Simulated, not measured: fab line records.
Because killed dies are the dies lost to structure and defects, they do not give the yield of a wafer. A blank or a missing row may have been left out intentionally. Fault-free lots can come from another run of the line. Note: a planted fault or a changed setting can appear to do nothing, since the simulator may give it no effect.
Which tool was responsible? || flow rit-cmos || 18 wafers from 6 lots sampled at 2 of the route's 202 steps

== WHAT EACH GAUGE READ, for each wafer ==
RIT_NSD_OVL_MEAS_06.
{"lot": "L617", "measured": "day 3 05:27", "on": "overlay-02", "NSD_OVL (nm)": "-2.2 -1.5 -2.0"}
{"lot": "L619", "measured": "day 3 13:38", "on": "overlay-02", "NSD_OVL (nm)": "-1.2 0.0 -0.4"}
{"lot": "L621", "measured": "day 4 04:45", "on": "overlay-02", "NSD_OVL (nm)": "-1.0 0.7 -0.6"}
{"lot": "L625", "measured": "day 4 21:27", "on": "overlay-02", "NSD_OVL (nm)": "358.8 359.5 360.1"}
{"lot": "L632", "measured": "day 6 14:52", "on": "overlay-01", "NSD_OVL (nm)": "358.9 358.9 359.6"}
{"lot": "L639", "measured": "day 7 23:04", "on": "overlay-01", "NSD_OVL (nm)": "-1.0 -0.1 0.5"}

== EACH LOT AND THE TOOL THAT RAN IT (in order: tool; ch and the chambers of the sampled wafers; start) ==
{"lot": "L617", "RIT_NSD_EXPOSE_03": "iline-stepper-02 ch 0, day 3 05:04"}
{"lot": "L619", "RIT_NSD_EXPOSE_03": "iline-stepper-01 ch 0, day 3 13:14"}
{"lot": "L621", "RIT_NSD_EXPOSE_03": "iline-stepper-01 ch 0, day 4 04:21"}
{"lot": "L625", "RIT_NSD_EXPOSE_03": "iline-stepper-02 ch 0, day 4 20:47"}
{"lot": "L632", "RIT_NSD_EXPOSE_03": "iline-stepper-02 ch 0, day 6 14:28"}
{"lot": "L639", "RIT_NSD_EXPOSE_03": "iline-stepper-01 ch 0, day 7 22:37"}
- RIT_NSD_EXPOSE_03: exposes mask M9, target cd 40700 nm.

== THE ANSWER, worked out from the rows above alone ==
Rule: the usual values come from the lots themselves. The widest of any qualifying gaps counts: lots, ordered by their means at a reading, are off when they make up no more than a third of the lots, leave a main group of 4 or more, and stand apart from it by 3 or more times the standard deviation of that group's means. If all means in a main group match to the digits the tables above print for the reading, that group is not used. Also off: a lot with no number at a reading for which 4 or more lots have one. All remaining lots with rows at the step are treated as sound.
Off: L625, L632, at RIT_NSD_OVL_MEAS_06 (NSD_OVL). For the main group the mean is -0.7 nm and the standard deviation 0.68.
A tool fits if, at a process step before that reading, it ran every lot that is off, and no sound lot after the first of them. The gauges at RIT_NSD_OVL_MEAS_06 are tried like those tools. One fits: iline-stepper-02 at RIT_NSD_EXPOSE_03. A fault onset in the window from L617 (day 3 05:04, its last sound lot) to L625 (day 4 20:47, its first lot off) fits.

== WHAT THE SIMULATOR HAD PUT IN ==
Scanner matching overlay: iline-stepper-02, from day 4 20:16 on, at RIT_NSD_EXPOSE_03. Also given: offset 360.
Struck lots among those shown: L625, L632. Same finding as the rule above.
